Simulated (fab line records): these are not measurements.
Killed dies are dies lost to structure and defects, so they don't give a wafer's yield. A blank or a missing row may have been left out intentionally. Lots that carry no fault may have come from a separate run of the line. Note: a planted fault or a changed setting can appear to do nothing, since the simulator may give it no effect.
Chamber matching    flow berkeley_cmos170    UCB170_V2_CMP_02 on cmp-01: 4 sister chambers
The step polishes SiO2. 4 wafers are shown with their chamber, then 8 later ones without.

## WAFERS, EACH WITH ITS CHAMBER
wafer   chamber  motor_current_A (A)
L903.2  0        15.2
L903.4  3        16.4
L909.1  1        14.1
L915.3  2        17.9

## WAFERS MISSING THEIR CHAMBER
wafer   motor_current_A (A)
L915.4  14.3
L915.6  14.1
L916.1  17.3
L916.2  14.2
L916.6  15.3
L918.1  14.9
L918.5  17.0
L918.6  17.0

## WHICH CHAMBER EACH ONE RAN IN
wafer    from the rows above       in truth
L915.4   can't be placed: 1 or 0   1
L915.6   1                         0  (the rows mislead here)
L916.1   can't be placed: 2 or 3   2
L916.2   1                         1
L916.6   0                         0
L918.1   can't be placed: 0 or 1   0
L918.5   can't be placed: 3 or 2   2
L918.6   can't be placed: 3 or 2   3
2 of 8 placed correctly. Unplaceable from these rows: 5, with the true chamber sitting among the candidates in 5. 1 placed wrongly.
How it was worked out, from the rows above alone: a wafer's distance from a chamber is the root of the sum, over the readings, of the square of ((its reading less the chamber's mean) divided by the reading's scatter). The wafer belongs to the nearest chamber; if the next one is less than 2 further off, it can't be placed. A chamber's mean is the mean of its shown wafers. The scatter: with one shown wafer a chamber, the root of the mean of the squares of how far each hidden wafer lies from its nearest shown one.
